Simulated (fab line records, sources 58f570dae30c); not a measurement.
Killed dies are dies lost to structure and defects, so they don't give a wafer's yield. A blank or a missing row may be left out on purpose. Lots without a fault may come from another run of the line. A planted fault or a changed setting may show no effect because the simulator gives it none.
Split-lot experiment | flow berkeley_cmos170 | 5 lots, 23 wafers read, on a route of 331 steps

THE SPLIT
At UCB170_WELLDRIVE_OXIDATION_01 (target thk 199 nm, ox time 9000 s), the setting temp_c was moved away from the recipe's 1100 C on 10 of the 23 wafers read, by -1.2% to +2.8%. The other wafers ran this setting at the recipe's value.

The file shows no step between the split and the reading.

THE READING
WELLDRIVE_OXIDE_THK, in nm, at UCB170_WELLDRIVE_THK_MEAS_02. Fault-free wafers of this fab line usually give 201 nm, standard deviation 3.2 nm.

wafer  | tool, chamber at the split | temp_c as run, C | against the recipe | WELLDRIVE_OXIDE_THK, nm | against lot-mates on the recipe
L078.1 | -, -                       | 1131             | +2.8%              | 234                     | no lot-mate on the recipe
L078.2 | -, -                       | 1131             | +2.8%              | 235                     | no lot-mate on the recipe
L078.3 | -, -                       | 1131             | +2.8%              | 236                     | no lot-mate on the recipe
L078.4 | -, -                       | 1131             | +2.8%              | 237                     | no lot-mate on the recipe
L078.5 | -, -                       | 1131             | +2.8%              | 235                     | no lot-mate on the recipe
L082.1 | -, -                       | 1087             | -1.2%              | 182                     | no lot-mate on the recipe
L082.3 | -, -                       | 1087             | -1.2%              | 184                     | no lot-mate on the recipe
L082.4 | -, -                       | 1087             | -1.2%              | 186                     | no lot-mate on the recipe
L082.5 | -, -                       | 1087             | -1.2%              | 182                     | no lot-mate on the recipe
L082.6 | -, -                       | 1087             | -1.2%              | 181                     | no lot-mate on the recipe
L083.1 | -, -                       | 1100             | recipe             | 200                     | -
L083.2 | -, -                       | 1100             | recipe             | 200                     | -
L083.3 | -, -                       | 1100             | recipe             | 199                     | -
L083.4 | -, -                       | 1100             | recipe             | 199                     | -
L083.5 | -, -                       | 1100             | recipe             | 200                     | -
L084.2 | furnace-02, 0              | 1100             | recipe             | 200                     | -
L084.5 | furnace-02, 0              | 1100             | recipe             | 201                     | -
L084.6 | furnace-02, 0              | 1100             | recipe             | 201                     | -
L085.2 | -, -                       | 1100             | recipe             | 199                     | -
L085.3 | -, -                       | 1100             | recipe             | 200                     | -
L085.4 | -, -                       | 1100             | recipe             | 197                     | -
L085.5 | -, -                       | 1100             | recipe             | 198                     | -
L085.6 | -, -                       | 1100             | recipe             | 201                     | -

THE FIT
A straight line over all 23 wafers: WELLDRIVE_OXIDE_THK changes by +13 nm for each +1% of temp_c; r = +1.00; the points scatter about the line by 1.5 nm.
Too few moved wafers have a lot-mate on the recipe to fit a line with each lot's own level taken away.

THE WHOLE CHAIN: every reading that the file lists as answering this split, in the file's order
step                          | what it does                      | reading                                                                                | change (the file's fit)            | r (the file's)
UCB170_WELLDRIVE_OXIDATION_01 | target thk 199 nm, ox time 9000 s | SiO2_of_WELLDRIVE_OXIDATION_01.thk_nm (the simulator's own value, which no gauge read) | +13 nm for each +1% of the setting | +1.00
UCB170_WELLDRIVE_THK_MEAS_02  |                                   | WELLDRIVE_OXIDE_THK                                                                    | +13 for each +1% of the setting    | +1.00

THE FILE'S OWN FIT
WELLDRIVE_OXIDE_THK changes by +13 nm for each +1% of temp_c, r = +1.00.
